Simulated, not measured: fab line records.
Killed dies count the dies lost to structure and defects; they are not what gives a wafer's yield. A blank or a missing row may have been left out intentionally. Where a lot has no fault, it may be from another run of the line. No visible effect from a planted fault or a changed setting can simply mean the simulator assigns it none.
Struck lot and sound lot, side by side	flow rit_cmos	17 out of 202 route steps
Sound: these wafers, L927.1, L927.2, L927.3. Wafers struck: L914.1, L914.4, L914.5. The cause is named last.
Each step with rows lists, per side, the tool, then ch with its chambers, then its first start. Under that, the readings that differ: sound wafers	struck wafers	difference of the means	sigmas: that difference in standard deviations of wafers without a fault.
alike: readings whose means differ by less than 2 such deviations, and words and numbers that are the same on both sides. not compared: withheld readings, readings that some wafer has no value for, bounds like >300 that may hide the same value, and numbers for which the record gives no deviation and whose values overlap.
Wherever a step has rows on one side only, a row that says differs or no value, or a row with sigmas, the two part there. Numbers that don't overlap but have no deviation are shown without sigmas and don't part them. Lack of a reading on every wafer of one side parts them only where that side has two or more wafers.

first, 1 step without rows for these wafers: RIT_PRETRO_DEVELOP_05 (develop time 68 s).
RIT_PRETRO_OVL_MEAS_06:
  sound: overlay-02 at day 6 05:10; struck: overlay-02 at day 3 14:00
  alike: PRETRO_OVL
then, 2 steps without rows for these wafers: RIT_PRETRO_HARDBAKE_07 (time 120 s); RIT_PRETRO_IMPLANT_08.
RIT_PRETRO_STRIP_09: strips in O2, time 180 s.
  sound on plasma_asher-02 ch 0,1, day 6 05:37; struck on plasma_asher-02 ch 0,1, day 3 14:26
  alike: drypump_motor_current_A
  not compared: rf_hours_counter_h
RIT_PRETRO_TW_MEAS_10:
  sound: film_metro-01 at day 6 05:47; struck: film_metro-03 at day 3 14:37
  alike: PRETRO_TW
then, 5 steps without rows for these wafers: RIT_GATE_WET_ETCH_00 (etches SiO2 in BOE, target depth 56 nm, time 60 s); RIT_GATE_CLEAN_01 (cleans in SC1, time 600 s); RIT_GATE_CLEAN_02 (cleans in dHF, time 30 s); RIT_GATE_CLEAN_03 (cleans in SC2, time 600 s); RIT_GATE_CLEAN_04 (cleans in dHF, time 60 s).
RIT_FOX2_THK_MEAS_91:
  sound: film_metro-03 at day 6 06:17; struck: film_metro-03 at day 3 15:07
  alike: FIELD_OXIDE_LEFT_2_THK
RIT_GATE_OXIDATION_05: target thk 3 nm, ox time 270 s.
  sound on furnace-04 ch 0, day 6 06:21; struck on furnace-01 ch 0, day 3 20:06
reading	sound	struck	difference	sigmas
spike_tc_centre_C (C)	902.8 902.6 902.7	919.0 917.4 918.2	+15.5	+14
spike_tc_load_C (C)	921 921 921	938 936 937	+16	+4
spike_tc_source_C (C)	925.0 922.8 922.9	937.8 936.6 939.2	+14.3	+10
tube_center_temp_C (C)	899.93 900.01 900.08	914.97 915.09 915.07	+15.04	+99 or more
tube_center_temp_C_max	902.3 902.8 901.9	917.2 917.1 917.1	+14.8	+36
model.SiO2_of_GATE_OXIDATION_05.thk_nm (nm)	2.956 3.037 3.05	3.693 3.676 3.663	+0.663	
then, 1 step without rows for these wafers: RIT_GATE_ANNEAL_06 (time 600 s).
RIT_GATE_THK_MEAS_07:
  sound: film_metro-01 at day 6 07:41; struck: film_metro-04 at day 3 21:28
reading	sound	struck	difference	sigmas
GATE_OXIDE_THK (nm)	2.94 3.07 3.08	3.75 3.62 3.62	+0.63	+10
then, 1 step without rows for these wafers: RIT_GATE_CVD_08 (deposits poly-Si from SiH4, target thk 250 nm, time 2220 s).
RIT_M1_PROBE_99:
  sound: prober-01 at day 7 15:38; struck: prober-02 at day 4 23:19
reading	sound	struck	difference	sigmas
model.etest.pmos_0p3.r_on_ohm_um	6317 6383 6508	7551 7380 7475	+1066	
model.etest.pmos_turned.r_on_ohm_um	3580 3551 3552	3928 3748 3872	+288	
model.etest.pmos_0p15.r_on_ohm_um	2881 2838 2883	3203 3076 3155	+277	
model.etest.nmos_0p3.r_on_ohm_um	2160 2154 2178	2473 2417 2466	+288	
model.etest.nmos_0p15.r_on_ohm_um	1152 1118 1150	1265 1207 1237	+96	
model.etest.nmos_0p15.drive_ua_um	475.9 471.1 464.3	400 408.4 403.5	-66	
model.etest.nmos_narrow.drive_ua_um	233.6 222.9 221.4	177.6 179.5 176	-48.3	
model.etest.nmos_0p3.drive_ua_um	230 224.6 224.7	177.8 182 179.4	-46.7	
  alike: killed_at_front_end, killed_dies, killed_open, killed_short

== WHERE THEY PART ==
At RIT_GATE_OXIDATION_05 first; at RIT_GATE_THK_MEAS_07 last (within this record only). Later steps at which nothing parts them and some readings are alike: RIT_M1_PROBE_99.

WHY: the cause the simulator had injected
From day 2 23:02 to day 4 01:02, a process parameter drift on furnace-01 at RIT_GATE_OXIDATION_05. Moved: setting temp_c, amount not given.
